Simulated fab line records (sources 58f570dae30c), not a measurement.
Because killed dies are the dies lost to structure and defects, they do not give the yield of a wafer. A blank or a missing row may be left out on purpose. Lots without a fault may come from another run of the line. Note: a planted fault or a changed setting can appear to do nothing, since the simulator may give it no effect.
fab line records    flow berkeley-cmos170    part 1 of 2: steps 1 to 31 of 45
[record] lots = 5  wafers = 15  last-day = 12
route steps=331 shown ACTIVE@65 PFIELD@79 FIELD@89 SACOX@97 SCREENOX@100 NVT@104
lots that met no fault: from a run of the same line without faults
start-h: start of the lot's first displayed wafer, in hours after the record's first day    wait-h: hours from the lot's prior step to this one    " identical to the entry in the row above    L1.1+2: a single row standing in for several wafers    - no value, or no start was given    * or withheld: withheld    < > ~ a bound
route shown NAME@n: names a module that has steps shown in the file, with the first one's number in the route    usual: mean and standard deviation over wafers with no fault    same: alike in all rows    chamber/n: place in a boat    sites: per-site readings    _std_site: the values' standard deviation    _edge_site: outer sites' mean less inner sites'    radius-mm: for every site, how far away it sits from the centre of the wafer    mask NAME#n: copy n    behind: the most recent tool/chamber to have shaped the wafer    hold: why the lot went on hold/how many hours it stayed there/how the hold came to an end    device: which transistor (n, p or np) failed to switch    end of line: tests of these same wafers at the route's end    a step given without rows: its recipe and nothing more    killed: not the wafer's yield, but the dies lost to structure and defects at the first sort    map: the dies of a wafer, with x for killed, . for not killed, _ for no die there
set.NAME: the setting that was run; set.NAME@STEP: the one run at that earlier step    model.NAME: the simulator's own value behind a step, which no gauge read
a table for each step, a row for each wafer; lots at some steps of the route
services: a tool's chamber out of use, with start hour (start-h, from the record's first day; less than 0 if before it), hours out, and reason
[[steps]]
[step UCB170_ACTIVE_CVD_05]
[recipe] material = Si3N4  target-thk-nm = 220  temp-c = 800  precursor = SiH2Cl2/NH3  time-s = 3300  pressure-mtorr = 200  sih2cl2-flow-sccm = 25  nh3-flow-sccm = 75
[usual] sih2cl2-flow-sccm = 25.02/0.064  zone-power-source-pct = 18.6/2.2
lot.wafer  tool      chamber  start-h  wait-h  sih2cl2-flow-sccm  zone-power-source-pct
L075.1     lpcvd-02  0        83.36    1.0     25.05              21.3
L075.2     "         0        "        "       25.06              21.1
L075.3     "         0        "        "       25.03              21.1
L079.1     lpcvd-02  1        90.77    0.0     25.07              15.2
L079.4     "         1        "        "       25.05              15.8
L079.6     "         1        "        "       25.05              15.5
L085.2     lpcvd-01  1        124.92   0.0     24.99              18.9
L085.3     "         1        "        "       25.10              19.0
L085.4     "         1        "        "       25.12              18.9
L093.1     lpcvd-02  1        165.33   0.0     25.05              15.5
L093.2     "         1        "        "       24.98              15.3
L093.3     "         1        "        "       25.01              15.3
L095.1     lpcvd-02  1        187.09   0.7     24.94              15.5
L095.2     "         1        "        "       25.04              15.6
L095.4     "         1        "        "       24.96              15.4
[step UCB170_ACTIVE_THK_MEAS_06]
[recipe] reads = Si3N4_of_ACTIVE_CVD_05
[usual] ACTIVE_NITRIDE_THK = 220.3/1.7
lot.wafer  tool           chamber  start-h  wait-h  ACTIVE_NITRIDE_THK[nm]
L075.1     film-metro-04  -        85.27    0.0     221.9
L075.2     "              -        "        "       222.1
L075.3     "              -        "        "       222.8
L079.1     film-metro-02  -        92.69    0.0     222.9
L079.4     "              -        "        "       221.2
L079.6     "              -        "        "       221.5
L085.2     film-metro-01  -        126.85   0.0     216.4
L085.3     "              -        "        "       214.9
L085.4     "              -        "        "       215.7
L093.1     film-metro-02  -        168.21   0.0     222.4
L093.2     "              -        "        "       222.6
L093.3     "              -        "        "       221.5
L095.1     film-metro-01  -        189.01   0.0     218.2
L095.2     "              -        "        "       220.1
L095.4     "              -        "        "       217.8
[step UCB170_ACTIVE_HMDS_07]
[recipe] prime-time-s = 60  prime-temp-c = 100
lot.wafer   tool            chamber  start-h  wait-h
L075.1+2+3  litho-track-01  0        85.74    0.5
L079.1+4+6  litho-track-02  0        92.92    0.2
L085.2+3+4  litho-track-04  0        126.92   0.1
L093.1+2+3  litho-track-04  0        168.27   0.1
L095.1+2+4  litho-track-01  0        189.23   0.2
[step UCB170_ACTIVE_COAT_08]
[recipe] resist = KrF  spin-rpm = 1500  resist-thk-nm = 900
[usual] spin-speed-rpm = 1500.0/0.95
lot.wafer  tool            chamber  start-h  wait-h  spin-speed-rpm
L075.1     litho-track-01  0        85.89    0.1     1499.6
L075.2     "               0        "        "       1499.7
L075.3     "               0        "        "       1501.0
L079.1     litho-track-02  0        93.07    0.1     1499.1
L079.4     "               0        "        "       1498.4
L079.6     "               0        "        "       1500.6
L085.2     litho-track-04  0        127.07   0.1     1499.5
L085.3     "               0        "        "       1498.9
L085.4     "               0        "        "       1499.1
L093.1     litho-track-04  0        168.42   0.1     1499.8
L093.2     "               0        "        "       1498.6
L093.3     "               0        "        "       1499.1
L095.1     litho-track-01  0        189.38   0.1     1499.1
L095.2     "               0        "        "       1500.3
L095.4     "               0        "        "       1501.8
[step UCB170_ACTIVE_SOFTBAKE_09]
[recipe] resist = KrF  temp-c = 130  time-s = 60
lot.wafer   tool            chamber  start-h  wait-h
L075.1+2+3  litho-track-01  0        86.04    0.1
L079.1+4+6  litho-track-02  0        93.22    0.1
L085.2+3+4  litho-track-04  0        127.22   0.1
L093.1+2+3  litho-track-04  0        168.57   0.1
L095.1+2+4  litho-track-01  0        189.53   0.1
[step UCB170_ACTIVE_EXPOSE_10]
[recipe] mask-id = ACTIVE  target-cd-nm = 1200  na = 0.5  sigma-outer = 0.6  source-shape = conventional  dose-mj = 20
[same] sigma-outer = 0.6
lot.wafer   tool            chamber  start-h  wait-h  mask
L075.1+2+3  krf-scanner-02  0        86.40    0.3     ACTIVE#0
L079.1+4+6  krf-scanner-01  0        93.37    0.1     ACTIVE#0
L085.2+3+4  krf-scanner-01  0        127.49   0.2     ACTIVE#0
L093.1+2+3  krf-scanner-01  0        168.84   0.2     ACTIVE#0
L095.1+2+4  krf-scanner-01  0        189.70   0.1     ACTIVE#0
[step UCB170_ACTIVE_PEB_11]
[recipe] peb-temp-c = 130  peb-time-s = withheld  resist = KrF
lot.wafer   tool            chamber  start-h  wait-h
L075.1+2+3  litho-track-04  0        86.76    0.3
L079.1+4+6  litho-track-01  0        94.30    0.9
L085.2+3+4  litho-track-04  0        127.61   0.1
L093.1+2+3  litho-track-02  0        168.96   0.1
L095.1+2+4  litho-track-02  0        189.81   0.1
[step UCB170_ACTIVE_DEVELOP_12]
[recipe] developer = TMAH  develop-time-s = 45  resist = KrF  dev-temp-c = 21
lot.wafer   tool            chamber  start-h  wait-h
L075.1+2+3  litho-track-04  0        -        -
L079.1+4+6  litho-track-01  0        -        -
L085.2+3+4  litho-track-04  0        -        -
L093.1+2+3  litho-track-02  0        -        -
L095.1+2+4  litho-track-02  0        -        -
[step UCB170_ACTIVE_CD_MEAS_13]
[recipe] target-cd-nm = 1200
[usual] cd-nm = 1199.5/1.3
lot.wafer  tool       chamber  start-h  wait-h  cd-nm
L075.1     cd-sem-02  -        87.04    -       1200.7
L075.2     "          -        "        "       1200.2
L075.3     "          -        "        "       1198.7
L079.1     cd-sem-01  -        94.58    -       1199.8
L079.4     "          -        "        "       1198.5
L079.6     "          -        "        "       1199.4
L085.2     cd-sem-02  -        127.88   -       1201.8
L085.3     "          -        "        "       1201.8
L085.4     "          -        "        "       1202.2
L093.1     cd-sem-01  -        169.23   -       1198.9
L093.2     "          -        "        "       1200.0
L093.3     "          -        "        "       1199.1
L095.1     cd-sem-01  -        190.09   -       1200.5
L095.2     "          -        "        "       1199.8
L095.4     "          -        "        "       1201.3
[step UCB170_ACTIVE_OVL_MEAS_14]
[usual] ACTIVE_OVL = 1/5.1
lot.wafer  tool        chamber  start-h  wait-h  ACTIVE_OVL[nm]
L075.1     overlay-02  -        87.16    0.1     5
L075.2     "           -        "        "       4
L075.3     "           -        "        "       7
L079.1     overlay-02  -        94.70    0.1     -1
L079.4     "           -        "        "       -3
L079.6     "           -        "        "       -3
L085.2     overlay-01  -        127.99   0.1     2
L085.3     "           -        "        "       -5
L085.4     "           -        "        "       -1
L093.1     overlay-02  -        169.35   0.1     -7
L093.2     "           -        "        "       -5
L093.3     "           -        "        "       -6
L095.1     overlay-01  -        190.21   0.1     9
L095.2     "           -        "        "       4
L095.4     "           -        "        "       5
[step UCB170_ACTIVE_ETCH_15]
[recipe] chemistry = CH3F/Ar/O2  target = Si3N4  stop-on = SiO2  CH3F_flow_sccm = 20  Ar_flow_sccm = 50  O2_flow_sccm = 7  pressure-mtorr = 50  rf-w = 450  target-depth-a = 2420  over-etch-frac = 0.1  time-s = 151
[usual] drypump-motor-current-A = 5.7/0.49  oes-product-au = 0.946/0.017  throttle-valve-pct = 8.05/0.14
lot.wafer  tool         chamber  start-h  wait-h  drypump-motor-current-A  oes-product-au  rf-hours-counter-h  throttle-valve-pct
L075.1     rie-diel-02  1        87.19    0.0     6.3                      0.952           97                  7.86
L075.2     "            0        "        "       5.5                      0.960           114                 8.06
L075.3     "            2        "        "       5.7                      0.954           15                  7.90
L079.1     rie-diel-04  2        94.73    0.0     5.0                      0.937           6                   8.24
L079.4     "            1        "        "       4.8                      0.950           1                   8.08
L079.6     "            0        "        "       6.3                      0.975           -                   7.90
L085.2     rie-diel-04  3        128.02   0.0     5.9                      0.908           53                  8.03
L085.3     "            1        "        "       4.8                      0.937           2                   8.08
L085.4     "            0        "        "       6.3                      0.961           118                 7.89
L093.1     rie-diel-04  3        169.39   0.0     5.9                      0.918           55                  8.02
L093.2     "            2        "        "       5.0                      0.942           9                   8.26
L093.3     "            0        "        "       6.3                      0.968           120                 7.91
L095.1     rie-diel-01  0        190.25   0.0     6.2                      0.961           115                 8.00
L095.2     "            3        "        "       5.2                      0.942           113                 8.22
L095.4     "            1        "        "       5.4                      0.934           51                  7.99
[step UCB170_ACTIVE_STRIP_16]
[recipe] chemistry = O2  power-w = 400  pressure-mtorr = 3500  platen-temp-c = withheld  o2-flow-sccm = 400  overash-fraction = 0.5
[usual] drypump-motor-current-A = 5.6/0.37  oes-product-au = 0.721/0.0046  strip-time-to-endpoint-s = 18.05/0.077
lot.wafer  tool             chamber  start-h  wait-h  drypump-motor-current-A  oes-product-au  rf-hours-counter-h  strip-time-to-endpoint-s
L075.1     plasma-asher-04  1        87.30    0.1     5.5                      0.727           35                  18.07
L075.2     "                0        "        "       6.2                      0.726           35                  17.96
L075.3     "                1        "        "       5.5                      0.715           -                   18.09
L079.1     plasma-asher-01  0        94.83    0.1     5.0                      0.728           31                  18.05
L079.4     "                1        "        "       5.8                      0.727           -                   18.03
L079.6     "                0        "        "       5.0                      0.723           -                   17.92
L085.2     plasma-asher-04  1        128.12   0.1     5.5                      0.723           40                  18.11
L085.3     "                1        "        "       5.5                      0.724           -                   18.19
L085.4     "                0        "        "       6.2                      0.724           -                   17.97
L093.1     plasma-asher-01  0        169.49   0.1     5.0                      0.710           40                  17.94
L093.2     "                1        "        "       5.9                      0.720           40                  18.10
L093.3     "                1        "        "       5.9                      0.715           -                   17.91
L095.1     plasma-asher-04  1        190.35   0.1     5.5                      0.708           46                  18.16
L095.2     "                0        "        "       6.2                      0.720           46                  18.17
L095.4     "                0        "        "       6.2                      0.726           -                   18.27
[step UCB170_ACTIVE_CD_MEAS_90]
[recipe] target-cd-nm = 1200
[usual] cd-nm = 1199.5/1.3
lot.wafer  tool       chamber  start-h  wait-h  cd-nm
L075.1     cd-sem-01  -        87.40    0.1     1200.6
L075.2     "          -        "        "       1199.9
L075.3     "          -        "        "       1198.8
L079.1     cd-sem-02  -        94.93    0.1     1199.8
L079.4     "          -        "        "       1198.6
L079.6     "          -        "        "       1199.2
L085.2     cd-sem-01  -        128.24   0.1     1201.3
L085.3     "          -        "        "       1202.1
L085.4     "          -        "        "       1201.8
L093.1     cd-sem-01  -        169.59   0.1     1198.6
L093.2     "          -        "        "       1200.2
L093.3     "          -        "        "       1198.9
L095.1     cd-sem-02  -        190.45   0.1     1200.4
L095.2     "          -        "        "       1200.3
L095.4     "          -        "        "       1201.1
[step UCB170_ACTIVE_CLEAN_17]
[recipe] chemistry = SPM  temp-c = 120  time-s = 600
lot.wafer   tool          chamber  start-h  wait-h
L075.1+2+3  wet-bench-04  3        87.81    0.4
L079.1+4+6  wet-bench-01  2        95.05    0.1
L085.2+3+4  wet-bench-04  2        129.77   1.5
L093.1+2+3  wet-bench-04  2        170.08   0.5
L095.1+2+4  wet-bench-04  3        191.04   0.6
[step UCB170_PFIELD_HMDS_00]
[recipe] prime-time-s = 60  prime-temp-c = 100
lot.wafer   tool            chamber  start-h  wait-h
L075.1+2+3  litho-track-01  0        88.09    0.1
L079.1+4+6  litho-track-01  0        95.58    0.3
L085.2+3+4  litho-track-01  0        129.99   0.0
L093.1+2+3  litho-track-01  0        170.26   0.0
L095.1+2+4  litho-track-04  0        191.48   0.2
[step UCB170_PFIELD_COAT_01]
[recipe] resist = KrF  spin-rpm = 1500  resist-thk-nm = 900
[usual] spin-speed-rpm = 1500.3/0.92
lot.wafer  tool            chamber  start-h  wait-h  spin-speed-rpm
L075.1     litho-track-01  0        88.24    0.1     1500.6
L075.2     "               0        "        "       1501.8
L075.3     "               0        "        "       1500.6
L079.1     litho-track-01  0        95.73    0.1     1499.6
L079.4     "               0        "        "       1500.2
L079.6     "               0        "        "       1502.1
L085.2     litho-track-01  0        130.14   0.1     1501.6
L085.3     "               0        "        "       1500.9
L085.4     "               0        "        "       1501.0
L093.1     litho-track-01  0        170.41   0.1     1501.6
L093.2     "               0        "        "       1501.5
L093.3     "               0        "        "       1498.9
L095.1     litho-track-04  0        191.63   0.1     1500.3
L095.2     "               0        "        "       1500.4
L095.4     "               0        "        "       1501.0
[step UCB170_PFIELD_SOFTBAKE_02]
[recipe] resist = KrF  temp-c = 130  time-s = 60
lot.wafer   tool            chamber  start-h  wait-h
L075.1+2+3  litho-track-01  0        88.39    0.1
L079.1+4+6  litho-track-01  0        95.88    0.1
L085.2+3+4  litho-track-01  0        130.29   0.1
L093.1+2+3  litho-track-01  0        170.56   0.1
L095.1+2+4  litho-track-04  0        191.78   0.1
[step UCB170_PFIELD_EXPOSE_03]
[recipe] mask-id = PFIELD  na = 0.5  sigma-outer = 0.6  source-shape = conventional  target-cd-nm = 1500  dose-mj = 30
[same] sigma-outer = 0.6
lot.wafer   tool            chamber  start-h  wait-h  mask
L075.1+2+3  krf-scanner-01  0        88.70    0.3     PFIELD#0
L079.1+4+6  krf-scanner-02  0        96.03    0.1     PFIELD#0
L085.2+3+4  krf-scanner-01  0        130.56   0.2     PFIELD#0
L093.1+2+3  krf-scanner-02  0        170.83   0.2     PFIELD#0
L095.1+2+4  krf-scanner-02  0        191.93   0.1     PFIELD#0
[step UCB170_PFIELD_PEB_04]
[recipe] peb-temp-c = 130  peb-time-s = withheld  resist = KrF
lot.wafer   tool            chamber  start-h  wait-h
L075.1+2+3  litho-track-04  0        88.91    0.2
L079.1+4+6  litho-track-03  0        96.70    0.7
L085.2+3+4  litho-track-04  0        130.75   0.2
L093.1+2+3  litho-track-03  0        170.95   0.1
L095.1+2+4  litho-track-01  0        192.04   0.1
[step UCB170_PFIELD_DEVELOP_05]
[recipe] developer = TMAH  develop-time-s = 45  resist = KrF  dev-temp-c = 21
lot.wafer   tool            chamber  start-h  wait-h
L075.1+2+3  litho-track-04  0        -        -
L079.1+4+6  litho-track-03  0        -        -
L085.2+3+4  litho-track-04  0        -        -
L093.1+2+3  litho-track-03  0        -        -
L095.1+2+4  litho-track-01  0        -        -
[step UCB170_PFIELD_OVL_MEAS_06]
[usual] PFIELD_OVL = 4/5.5
lot.wafer  tool        chamber  start-h  wait-h  PFIELD_OVL[nm]
L075.1     overlay-02  -        89.18    -       -4
L075.2     "           -        "        "       3
L075.3     "           -        "        "       -2
L079.1     overlay-01  -        96.98    -       8
L079.4     "           -        "        "       1
L079.6     "           -        "        "       4
L085.2     overlay-01  -        131.01   -       13
L085.3     "           -        "        "       2
L085.4     "           -        "        "       11
L093.1     overlay-02  -        171.23   -       4
L093.2     "           -        "        "       4
L093.3     "           -        "        "       11
L095.1     overlay-02  -        192.32   -       4
L095.2     "           -        "        "       3
L095.4     "           -        "        "       10
[step UCB170_PFIELD_IMPLANT_07]
[recipe] species = B  dose-cm2 = 2e+13  energy-kev = 80  tilt-deg = 7
[usual] beam-on-s = 9.99/0.22
lot.wafer  tool          chamber  start-h  wait-h  beam-on-s
L075.1     implanter-03  0        89.22    0.0     10.30
L075.2     "             0        "        "       9.90
L075.3     "             0        "        "       9.98
L079.1     implanter-01  0        97.01    0.0     10.20
L079.4     "             0        "        "       9.88
L079.6     "             0        "        "       10.26
L085.2     implanter-04  0        131.06   0.0     10.11
L085.3     "             0        "        "       9.80
L085.4     "             0        "        "       10.13
L093.1     implanter-03  0        171.26   0.0     10.20
L093.2     "             0        "        "       9.84
L093.3     "             0        "        "       9.79
L095.1     implanter-01  0        192.35   0.0     10.00
L095.2     "             0        "        "       10.01
L095.4     "             0        "        "       10.43
[step UCB170_PFIELD_STRIP_08]
[recipe] chemistry = O2  power-w = 400  pressure-mtorr = 3500  platen-temp-c = withheld  o2-flow-sccm = 400  overash-fraction = 0.5
[usual] drypump-motor-current-A = 5.7/0.36  oes-product-au = 0.734/0.0049  strip-time-to-endpoint-s = 21.61/0.067
lot.wafer  tool             chamber  start-h  wait-h  drypump-motor-current-A  oes-product-au  rf-hours-counter-h  strip-time-to-endpoint-s
L075.1     plasma-asher-03  0        89.37    0.1     5.5                      0.726           37                  21.61
L075.2     "                1        "        "       5.1                      0.738           37                  21.53
L075.3     "                1        "        "       5.1                      0.743           -                   21.65
L079.1     plasma-asher-02  1        97.16    0.1     5.8                      0.735           41                  21.72
L079.4     "                0        "        "       5.4                      0.740           -                   21.68
L079.6     "                1        "        "       5.8                      0.734           -                   21.69
L085.2     plasma-asher-04  0        131.19   0.1     6.2                      0.734           40                  21.62
L085.3     "                0        "        "       6.2                      0.736           -                   21.67
L085.4     "                1        "        "       5.5                      0.732           -                   21.65
L093.1     plasma-asher-04  0        171.41   0.1     6.3                      0.733           45                  21.52
L093.2     "                1        "        "       5.5                      0.729           45                  21.53
L093.3     "                1        "        "       5.5                      0.732           -                   21.54
L095.1     plasma-asher-04  0        192.50   0.1     6.2                      0.734           46                  21.48
L095.2     "                1        "        "       5.5                      0.735           46                  21.48
L095.4     "                1        "        "       5.5                      0.736           -                   21.52
[step UCB170_PFIELD_TW_MEAS_09]
[usual] PFIELD_TW = 597/4.7
lot.wafer  tool           chamber  start-h  wait-h  PFIELD_TW
L075.1     film-metro-03  -        89.47    0.1     601
L075.2     "              -        "        "       602
L075.3     "              -        "        "       603
L079.1     film-metro-03  -        97.26    0.1     598
L079.4     "              -        "        "       603
L079.6     "              -        "        "       606
L085.2     film-metro-03  -        131.30   0.1     604
L085.3     "              -        "        "       606
L085.4     "              -        "        "       602
L093.1     film-metro-01  -        171.51   0.1     592
L093.2     "              -        "        "       589
L093.3     "              -        "        "       590
L095.1     film-metro-01  -        192.60   0.1     595
L095.2     "              -        "        "       595
L095.4     "              -        "        "       598
[step UCB170_FIELD_CLEAN_00]
[recipe] chemistry = dHF  dilution = 25:1  time-s = 7.5
lot.wafer   tool          chamber  start-h  wait-h
L075.1+2+3  wet-bench-01  3        89.53    0.1
L079.1+4+6  wet-bench-01  1        97.32    0.1
L085.2+3+4  wet-bench-02  3        131.35   0.0
L093.1+2+3  wet-bench-02  3        171.57   0.1
L095.1+2+4  wet-bench-03  3        192.80   0.2
[step UCB170_FIELD_OXIDATION_01]
[recipe] temp-c = 1000  ambient = H2O  p-h2o-torr = 584.62  target-thk-a = 5583  ox-time-s = 7200
[usual] zone-power-source-pct = 35/3.9
lot.wafer  tool        chamber  start-h  wait-h  zone-power-source-pct
L075.1     furnace-03  0        92.02    2.5     28
L075.2     "           0        "        "       28
L075.3     "           0        "        "       28
L079.1     furnace-04  0        101.76   4.4     34
L079.4     "           0        "        "       33
L079.6     "           0        "        "       34
L085.2     furnace-04  0        132.72   1.4     34
L085.3     "           0        "        "       33
L085.4     "           0        "        "       33
L093.1     furnace-04  0        175.42   3.8     33
L093.2     "           0        "        "       34
L093.3     "           0        "        "       33
L095.1     furnace-04  0        196.36   3.5     34
L095.2     "           0        "        "       34
L095.4     "           0        "        "       34
[step UCB170_FIELD_THK_MEAS_02]
[recipe] reads = SiO2_of_FIELD_OXIDATION_01
[usual] FIELD_OXIDE_THK = 563/13
lot.wafer  tool           chamber  start-h  wait-h  FIELD_OXIDE_THK[nm]
L075.1     film-metro-03  -        95.02    0.0     534
L075.2     "              -        "        "       544
L075.3     "              -        "        "       532
L079.1     film-metro-03  -        104.76   0.0     561
L079.4     "              -        "        "       553
L079.6     "              -        "        "       553
L085.2     film-metro-02  -        135.73   0.0     565
L085.3     "              -        "        "       569
L085.4     "              -        "        "       564
L093.1     film-metro-04  -        178.42   0.0     566
L093.2     "              -        "        "       569
L093.3     "              -        "        "       573
L095.1     film-metro-02  -        199.36   0.0     568
L095.2     "              -        "        "       580
L095.4     "              -        "        "       572
[step UCB170_FIELD_ANNEAL_03]
[recipe] temp-c = 1000  time-s = 1200  ambient = N2
[usual] zone-power-source-pct = 37/4.1
lot.wafer  tool        chamber  start-h  wait-h  zone-power-source-pct
L075.1     furnace-02  0        98.76    3.7     39
L075.2     "           0        "        "       40
L075.3     "           0        "        "       39
L079.1     furnace-02  0        105.30   0.5     40
L079.4     "           0        "        "       40
L079.6     "           0        "        "       39
L085.2     furnace-03  0        138.60   2.9     29
L085.3     "           0        "        "       28
L085.4     "           0        "        "       28
L093.1     furnace-04  0        182.59   4.2     34
L093.2     "           0        "        "       33
L093.3     "           0        "        "       33
L095.1     furnace-02  0        201.60   2.2     40
L095.2     "           0        "        "       39
L095.4     "           0        "        "       40
[step UCB170_FIELD_WET_ETCH_04]
[recipe] chemistry = dHF  dilution = 10:1  target = SiO2  temp-c = 25  time-s = 60
lot.wafer   tool          chamber  start-h  wait-h
L075.1+2+3  wet-bench-03  0        100.10   0.0
L079.1+4+6  wet-bench-02  1        106.63   0.0
L085.2+3+4  wet-bench-01  1        139.94   0.0
L093.1+2+3  wet-bench-03  0        183.92   0.0
L095.1+2+4  wet-bench-03  3        202.93   0.0
[step UCB170_FIELD_WET_ETCH_05]
[recipe] chemistry = H3PO4  target = Si3N4  temp-c = 160  time-s = 12600
lot.wafer   tool          chamber  start-h  wait-h
L075.1+2+3  wet-bench-02  0        100.13   0.0
L079.1+4+6  wet-bench-03  1        106.66   0.0
L085.2+3+4  wet-bench-03  0        139.96   0.0
L093.1+2+3  wet-bench-03  3        183.95   0.0
L095.1+2+4  wet-bench-03  1        202.96   0.0
[step UCB170_FIELD_WET_ETCH_06]
[recipe] chemistry = BOE  dilution = 5:1  target = SiO2  temp-c = 25  time-s = 22
lot.wafer   tool          chamber  start-h  wait-h
L075.1+2+3  wet-bench-02  3        103.63   0.0
L079.1+4+6  wet-bench-03  0        110.49   0.0
L085.2+3+4  wet-bench-03  0        143.82   0.3
L093.1+2+3  wet-bench-03  2        187.47   0.0
L095.1+2+4  wet-bench-02  2        206.47   0.0
